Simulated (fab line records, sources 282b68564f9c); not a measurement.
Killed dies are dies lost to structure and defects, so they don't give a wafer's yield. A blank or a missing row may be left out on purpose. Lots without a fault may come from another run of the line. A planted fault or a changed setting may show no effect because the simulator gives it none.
A struck lot beside a sound one | flow rit_cmos | 19 steps out of a route of 202
Sound: wafers L847.2, L847.5, L847.6. Struck: wafers L857.2, L857.3, L857.5. The cause comes at the end.
At each step with rows: each side's tool, then ch and its chambers, then its first start. Under that, the readings that differ: sound wafers | struck wafers | difference of the means | sigmas: that difference in standard deviations of wafers without a fault.
alike: readings whose means differ by less than 2 such deviations, and words and numbers that are the same on both sides. not compared: withheld readings, readings that some wafer has no value for, bounds like >300 that may hide the same value, and numbers for which the record gives no deviation and whose values overlap.
The two part at a step that has a row with sigmas, a row that says differs or no value, or rows on one side only. Numbers that don't overlap but have no deviation are shown without sigmas and don't part them. A reading that every wafer of one side lacks parts them only if that side has two wafers or more.

first, 2 steps without rows for these wafers: RIT_NWELL_HARDBAKE_07 (time 120 s); RIT_NWELL_IMPLANT_08.
RIT_NWELL_STRIP_09: strips in O2, time 180 s.
  sound on plasma_asher-04 ch 0,1, day 4 03:52; struck on plasma_asher-04 ch 0,1, day 6 09:08
  alike: drypump_motor_current_A, o2_flow_sccm
  not compared: rf_hours_counter_h
RIT_NWELL_TW_MEAS_10:
  sound on film_metro-01, day 4 04:03; struck on film_metro-02, day 6 09:19
  reading  | sound          | struck         | difference | sigmas
  NWELL_TW | 2182 2168 2183 | 2119 2112 2113 | -63        | -3
then, 6 steps without rows for these wafers: RIT_PWELL_HMDS_00 (prime time 60 s); RIT_PWELL_COAT_01 (resist thk 1300 nm); RIT_PWELL_SOFTBAKE_02 (time 60 s); RIT_PWELL_EXPOSE_03 (exposes mask M3, target cd 43700 nm); RIT_PWELL_PEB_04; RIT_PWELL_DEVELOP_05 (develop time 68 s).
RIT_PWELL_OVL_MEAS_06:
  sound on overlay-02, day 4 04:59; struck on overlay-01, day 6 10:23
  alike: PWELL_OVL
then, 1 step without rows for these wafers: RIT_PWELL_HARDBAKE_07 (time 120 s).
RIT_PWELL_IMPLANT_08:
  sound on implanter-02 ch 0, day 4 05:17; struck on implanter-01 ch 0, day 6 10:56
  reading       | sound                     | struck                        | difference | sigmas
  dose_ions_cm2 | 7e+13 7.009e+13 6.996e+13 | 6.845e+13 6.846e+13 6.848e+13 | -1.553e+12 | -23
RIT_PWELL_STRIP_09: strips in O2, time 180 s.
  sound on plasma_asher-04 ch 0,1, day 4 05:25; struck on plasma_asher-03 ch 0,1, day 6 11:04
  alike: drypump_motor_current_A, o2_flow_sccm
  not compared: rf_hours_counter_h
RIT_PWELL_TW_MEAS_10:
  sound on film_metro-04, day 4 05:36; struck on film_metro-01, day 6 11:15
  alike: PWELL_TW
then, 1 step without rows for these wafers: RIT_WELLDRIVE_ANNEAL_00 (time 14700 s).
RIT_WELLDRIVE_RS_MEAS_01: measures by four-point-probe.
  sound on film_metro-02, day 4 10:45; struck on film_metro-02, day 6 16:24
  alike: NWELL_RS
RIT_WELLDRIVE_RS_MEAS_02: measures by four-point-probe.
  sound on film_metro-02, day 4 10:52; struck on film_metro-02, day 6 16:49
  reading           | sound             | struck            | difference | sigmas
  PWELL_RS (ohm/sq) | 428.6 429.2 428.1 | 436.0 436.5 435.9 | +7.5       | +7
  not compared: hold
RIT_M1_PROBE_99:
  sound on prober-02, day 5 20:22; struck on prober-02, day 8 02:20
  alike: killed_at_contacts, killed_at_front_end, killed_dies, killed_on_rim, killed_open, killed_short

WHERE THEY PART
First at RIT_NWELL_TW_MEAS_10; last, within this record, at RIT_WELLDRIVE_RS_MEAS_02. Later steps at which nothing parts them and some readings are alike: RIT_M1_PROBE_99.

WHY: what the simulator had put in
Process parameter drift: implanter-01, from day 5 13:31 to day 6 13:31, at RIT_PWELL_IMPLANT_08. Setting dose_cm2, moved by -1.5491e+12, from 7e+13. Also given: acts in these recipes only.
